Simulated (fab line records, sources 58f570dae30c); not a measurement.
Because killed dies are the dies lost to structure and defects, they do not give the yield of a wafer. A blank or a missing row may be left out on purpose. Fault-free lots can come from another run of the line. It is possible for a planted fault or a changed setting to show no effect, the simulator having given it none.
Matching of chambers -- flow berkeleyCmos170 -- 4 sister chambers for UCB170_GATE_ETCH_15 on rieSi-01
The step etches poly-Si in HBr/Cl2, stops on SiO2, time 56.3 s, target depth 278.2 nm. 14 wafers are shown with their chamber, then 7 later ones without.

WAFERS, EACH WITH ITS CHAMBER
wafer,chamber,throttleValvePct (%),drypumpMotorCurrentA (A),biasW (W)
L297.1,1,25.8,5.3,150.5
L297.5,3,26.6,5.0,150.1
L297.6,0,25.9,5.6,150.1
L301.1,3,26.6,5.0,149.7
L301.5,0,25.8,5.7,149.8
L301.6,1,25.8,5.4,149.9
L304.1,2,26.4,5.8,150.2
L304.5,2,26.4,5.8,150.4
L304.6,1,25.8,5.3,150.5
L302.1,2,26.4,5.8,150.3
L302.2,3,26.6,5.0,149.4
L302.4,0,25.8,5.7,149.3
L307.3,3,26.6,4.9,149.7
L307.4,2,26.4,5.8,149.4

SIGNATURES (averages over the wafers above)
reading,chamber 0,chamber 1,chamber 2,chamber 3,scatter within a chamber
throttleValvePct,25.833,25.800,26.400,26.600,0.0258
drypumpMotorCurrentA,5.667,5.333,5.800,4.975,0.0456
biasW,149.733,150.300,150.075,149.725,0.38
Rule: a wafer's distance from a chamber is the root of the sum, over the readings, of the square of ((its reading less the chamber's mean) divided by the reading's scatter). The wafer belongs to the nearest chamber; if the next one is less than 2 further off, it can't be placed. The scatter: the root of (the sum of the squares of (reading less its chamber's mean) over the shown wafers, divided by (wafers less chambers)).

WAFERS WHOSE CHAMBER IS MISSING
wafer,throttleValvePct (%),drypumpMotorCurrentA (A),biasW (W)
L307.6,26.6,5.0,150.8
L305.2,26.4,5.8,149.3
L305.3,26.6,5.0,150.1
L305.4,25.9,5.7,149.5
L312.1,26.4,5.8,150.6
L312.4,26.6,5.0,150.6
L312.6,26.4,5.8,150.5

THE CHAMBER EACH PASSED THROUGH
wafer,from the rows above,in truth
L307.6,3,3
L305.2,2,2
L305.3,3,3
L305.4,0,0
L312.1,2,2
L312.4,3,3
L312.6,2,2
Correct placement for 7 of the 7. Left unplaced by these rows: 0. Placed wrongly: 0.
